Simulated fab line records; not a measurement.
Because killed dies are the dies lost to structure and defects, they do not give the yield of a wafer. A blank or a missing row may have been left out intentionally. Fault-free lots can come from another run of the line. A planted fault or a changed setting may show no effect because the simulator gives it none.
Which tool is to blame? / flow berkeleyCmos170 / 12 lots, 36 wafers sampled, at 6 steps of a route of 331

## WHAT THE GAUGES SHOWED, per wafer
UCB170_NWELL_THK_MEAS_02. Usual: for NWELL_OXIDE_THK the level is 26.3 nm and the standard deviation is 0.46.
lot=L659; measured=day 2 01:16; on=filmMetro-01; NWELL_OXIDE_THK (nm)=26.3 26.5 26.4; flag=
lot=L660; measured=day 2 10:05; on=filmMetro-02; NWELL_OXIDE_THK (nm)=27.4 27.0 26.8; flag=
lot=L661; measured=day 2 14:49; on=filmMetro-02; NWELL_OXIDE_THK (nm)=26.2 26.3 26.1; flag=
lot=L662; measured=day 2 21:01; on=filmMetro-02; NWELL_OXIDE_THK (nm)=27.0 27.2 26.8; flag=
lot=L663; measured=day 2 21:02; on=filmMetro-01; NWELL_OXIDE_THK (nm)=26.4 26.7 26.6; flag=
lot=L664; measured=day 3 08:08; on=filmMetro-02; NWELL_OXIDE_THK (nm)=26.0 26.4 25.8; flag=
lot=L665; measured=day 3 08:09; on=filmMetro-04; NWELL_OXIDE_THK (nm)=26.7 25.9 26.6; flag=
lot=L666; measured=day 3 13:02; on=filmMetro-01; NWELL_OXIDE_THK (nm)=26.9 26.9 26.9; flag=
lot=L667; measured=day 3 13:02; on=filmMetro-04; NWELL_OXIDE_THK (nm)=25.9 25.8 25.6; flag=
lot=L673; measured=day 4 17:53; on=filmMetro-02; NWELL_OXIDE_THK (nm)=25.6 26.2 26.1; flag=
lot=L676; measured=day 5 12:51; on=filmMetro-04; NWELL_OXIDE_THK (nm)=26.2 26.1 26.4; flag=
lot=L680; measured=day 6 14:01; on=filmMetro-01; NWELL_OXIDE_THK (nm)=25.7 25.7 26.0; flag=

UCB170_PLDD_TW_MEAS_11. Usual: for PLDD_TW the level is 1019 and the standard deviation is 6.4.
lot=L659; measured=day 6 00:36; on=filmMetro-01; PLDD_TW=1024 1018 1020; flag=
lot=L660; measured=day 6 18:11; on=filmMetro-04; PLDD_TW=1030 1025 1023; flag=
lot=L661; measured=day 7 00:44; on=filmMetro-03; PLDD_TW=1016 1013 1017; flag=
lot=L662; measured=day 7 09:17; on=filmMetro-04; PLDD_TW=1028 1027 1022; flag=
lot=L663; measured=day 7 08:56; on=filmMetro-03; PLDD_TW=1010 1010 1017; flag=
lot=L664; measured=day 7 22:00; on=filmMetro-03; PLDD_TW=1014 1017 1016; flag=
lot=L665; measured=day 7 11:09; on=filmMetro-01; PLDD_TW=1020 1016 1018; flag=
lot=L666; measured=day 7 10:58; on=filmMetro-01; PLDD_TW=1021 1015 1017; flag=
lot=L667; measured=day 7 20:43; on=filmMetro-01; PLDD_TW=1018 1017 1028; flag=
lot=L673; measured=day 9 03:53; on=filmMetro-01; PLDD_TW=933 938 939; flag=OFF
lot=L676; measured=day 9 10:23; on=filmMetro-03; PLDD_TW=940 939 938; flag=OFF
lot=L680; measured=day 10 13:50; on=filmMetro-01; PLDD_TW=1014 1018 1020; flag=

UCB170_SDANNEAL_RS_MEAS_04: uses a four-point probe to measure. Usual: for PLDD_RS the level is 1030.3 ohm/sq and the standard deviation is 2.7.
lot=L659; measured=day 6 13:13; on=filmMetro-01; PLDD_RS (ohm/sq)=1026.5 1029.0 1027.4; flag=
lot=L660; measured=day 7 07:02; on=filmMetro-03; PLDD_RS (ohm/sq)=1034.9 1032.2 1028.7; flag=
lot=L661; measured=day 7 12:35; on=filmMetro-01; PLDD_RS (ohm/sq)=1031.8 1030.4 1031.5; flag=
lot=L662; measured=day 7 23:01; on=filmMetro-04; PLDD_RS (ohm/sq)=1027.5 1029.2 1029.8; flag=
lot=L663; measured=day 7 23:31; on=filmMetro-04; PLDD_RS (ohm/sq)=1034.9 1032.3 1029.7; flag=
lot=L664; measured=day 8 11:15; on=filmMetro-04; PLDD_RS (ohm/sq)=1031.7 1026.5 1030.3; flag=
lot=L665; measured=day 7 23:54; on=filmMetro-03; PLDD_RS (ohm/sq)=1030.8 1033.8 1032.1; flag=
lot=L666; measured=day 7 22:34; on=filmMetro-03; PLDD_RS (ohm/sq)=1031.5 1032.3 1031.6; flag=
lot=L667; measured=day 8 10:54; on=filmMetro-03; PLDD_RS (ohm/sq)=1027.7 1034.4 1029.3; flag=
lot=L673; measured=day 9 15:44; on=filmMetro-01; PLDD_RS (ohm/sq)=1261.5 1258.3 1259.0; flag=OFF
lot=L676; measured=day 9 20:22; on=filmMetro-03; PLDD_RS (ohm/sq)=1255.6 1256.0 1252.6; flag=OFF
lot=L680; measured=day 11 01:16; on=filmMetro-04; PLDD_RS (ohm/sq)=1031.9 1030.6 1031.5; flag=

UCB170_V1_THK_MEAS_01. Usual: for V1_TEOS_THK the level is 1998 nm and the standard deviation is 24.
lot=L659; measured=day 7 01:36; on=filmMetro-01; V1_TEOS_THK (nm)=1974 1977 1999; flag=
lot=L660; measured=day 7 16:59; on=filmMetro-01; V1_TEOS_THK (nm)=1998 2006 2006; flag=
lot=L661; measured=day 8 03:19; on=filmMetro-01; V1_TEOS_THK (nm)=1964 1971 1983; flag=
lot=L662; measured=day 8 13:23; on=filmMetro-01; V1_TEOS_THK (nm)=1987 2000 2030; flag=
lot=L663; measured=day 8 13:28; on=filmMetro-02; V1_TEOS_THK (nm)=1983 2023 1999; flag=
lot=L664; measured=day 9 02:39; on=filmMetro-01; V1_TEOS_THK (nm)=1990 1995 2043; flag=
lot=L665; measured=day 8 13:33; on=filmMetro-04; V1_TEOS_THK (nm)=1983 1974 2010; flag=
lot=L666; measured=day 8 13:23; on=filmMetro-04; V1_TEOS_THK (nm)=1999 1997 2040; flag=
lot=L667; measured=day 8 23:49; on=filmMetro-02; V1_TEOS_THK (nm)=1989 1951 1974; flag=
lot=L673; measured=day 10 04:52; on=filmMetro-01; V1_TEOS_THK (nm)=1976 1994 2002; flag=
lot=L676; measured=day 10 08:49; on=filmMetro-04; V1_TEOS_THK (nm)=2010 2028 2040; flag=
lot=L680; measured=day 11 14:08; on=filmMetro-04; V1_TEOS_THK (nm)=2041 1985 2005; flag=

UCB170_M3_OVL_MEAS_16. Usual: for M3_OVL the level is 0 nm and the standard deviation is 5.
lot=L659; measured=day 7 16:02; on=overlay-01; M3_OVL (nm)=6 0 3; flag=
lot=L660; measured=day 8 08:14; on=overlay-02; M3_OVL (nm)=1 2 7; flag=
lot=L661; measured=day 8 16:23; on=overlay-01; M3_OVL (nm)=-2 2 -3; flag=
lot=L662; measured=day 9 08:09; on=overlay-02; M3_OVL (nm)=4 2 -7; flag=
lot=L663; measured=day 9 08:47; on=overlay-02; M3_OVL (nm)=-2 1 -4; flag=
lot=L664; measured=day 9 15:16; on=overlay-01; M3_OVL (nm)=-6 -9 -13; flag=
lot=L665; measured=day 9 08:55; on=overlay-01; M3_OVL (nm)=-3 1 -4; flag=
lot=L666; measured=day 9 03:50; on=overlay-01; M3_OVL (nm)=-6 0 -5; flag=
lot=L667; measured=day 9 14:25; on=overlay-02; M3_OVL (nm)=1 6 1; flag=
lot=L673; measured=day 10 16:43; on=overlay-02; M3_OVL (nm)=7 -4 -2; flag=
lot=L676; measured=day 10 20:20; on=overlay-01; M3_OVL (nm)=3 -5 0; flag=
lot=L680; measured=day 11 23:37; on=overlay-01; M3_OVL (nm)=8 5 10; flag=

## WHAT TOOL EACH LOT RAN ON (gives the tool, then ch and the chambers of the sampled wafers, and finally the start)
lot=L659; UCB170_PLDD_IMPLANT_09=implanter-04 ch 0, day 6 00:22
lot=L660; UCB170_PLDD_IMPLANT_09=implanter-01 ch 0, day 6 17:57
lot=L661; UCB170_PLDD_IMPLANT_09=implanter-01 ch 0, day 7 00:29
lot=L662; UCB170_PLDD_IMPLANT_09=implanter-03 ch 0, day 7 09:02
lot=L663; UCB170_PLDD_IMPLANT_09=implanter-04 ch 0, day 7 08:42
lot=L664; UCB170_PLDD_IMPLANT_09=implanter-01 ch 0, day 7 21:45
lot=L665; UCB170_PLDD_IMPLANT_09=implanter-04 ch 0, day 7 10:55
lot=L666; UCB170_PLDD_IMPLANT_09=implanter-01 ch 0, day 7 10:43
lot=L667; UCB170_PLDD_IMPLANT_09=implanter-01 ch 0, day 7 20:28
lot=L673; UCB170_PLDD_IMPLANT_09=implanter-04 ch 0, day 9 03:37
lot=L676; UCB170_PLDD_IMPLANT_09=implanter-04 ch 0, day 9 10:09
lot=L680; UCB170_PLDD_IMPLANT_09=implanter-03 ch 0, day 10 13:38
- UCB170_PLDD_IMPLANT_09

## WHAT THE TOOLS THEMSELVES READ (means of the sampled wafers that have a number; where no wafer has one, the mark that the record gives instead)
UCB170_PLDD_IMPLANT_09. Usual: doseIonsCm2 5.001e+13, standard deviation 4.9e+10; faradayCurrentUA 158, standard deviation 3.1.
lot=L659 tool=implanter-04 doseIonsCm2=5.003e+13 faradayCurrentUA=158 flag=
lot=L660 tool=implanter-01 doseIonsCm2=4.999e+13 faradayCurrentUA=162 flag=
lot=L661 tool=implanter-01 doseIonsCm2=5.006e+13 faradayCurrentUA=161 flag=
lot=L662 tool=implanter-03 doseIonsCm2=4.998e+13 faradayCurrentUA=156 flag=
lot=L663 tool=implanter-04 doseIonsCm2=5.003e+13 faradayCurrentUA=162 flag=
lot=L664 tool=implanter-01 doseIonsCm2=5.001e+13 faradayCurrentUA=157 flag=
lot=L665 tool=implanter-04 doseIonsCm2=5.005e+13 faradayCurrentUA=159 flag=
lot=L666 tool=implanter-01 doseIonsCm2=5.006e+13 faradayCurrentUA=157 flag=
lot=L667 tool=implanter-01 doseIonsCm2=5.007e+13 faradayCurrentUA=156 flag=
lot=L673 tool=implanter-04 doseIonsCm2=2.755e+13 faradayCurrentUA=88 flag=OFF
lot=L676 tool=implanter-04 doseIonsCm2=2.754e+13 faradayCurrentUA=86 flag=OFF
lot=L680 tool=implanter-03 doseIonsCm2=5.003e+13 faradayCurrentUA=158 flag=

## THE ANSWER, worked out from the rows above alone
Rule: take the mean of a lot's wafers that have a number; if it is more than 3 standard deviations from the usual mean, the lot is off. A lot without any number at a reading at which 4 lots or more have one is off too. Where the step has rows for the other lots, those lots are counted as sound. After the gauges, taken in route order, come the tools' own readings; for these a lot's mean is taken, as printed above. The first step at which some lot is off is used, and at that step the reading that is off furthest; a lot without a number counts as furthest.
Off: L673, L676, seen at UCB170_PLDD_TW_MEAS_11 (PLDD_TW).
If a tool, at a process step before that reading, ran all the lots that are off and no sound lot after the first of them, it fits. Not tried: the gauges at UCB170_PLDD_TW_MEAS_11; whatever is off there is also off at UCB170_PLDD_IMPLANT_09, on other tools, and gauge error can't account for it. One fits: UCB170_PLDD_IMPLANT_09 on implanter-04. A fault onset in the window from L665 (day 7 10:55, its last sound lot) to L673 (day 9 03:37, its first lot off) fits.
The tool's own readings at UCB170_PLDD_IMPLANT_09 bear it out: on the lots that are off they differ by more than 5 times the standard deviation of the sound lots' means. doseIonsCm2 reads 2.754e+13 there against 5.003e+13 on the sound lots; faradayCurrentUA reads 87 there against 159 on the sound lots.

## WHAT THE SIMULATOR HAD PUT IN
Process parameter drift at UCB170_PLDD_IMPLANT_09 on implanter-04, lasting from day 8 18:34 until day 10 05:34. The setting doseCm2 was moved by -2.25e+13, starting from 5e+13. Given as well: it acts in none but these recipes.
Struck lots among those shown: L673, L676. The rule above found the same.
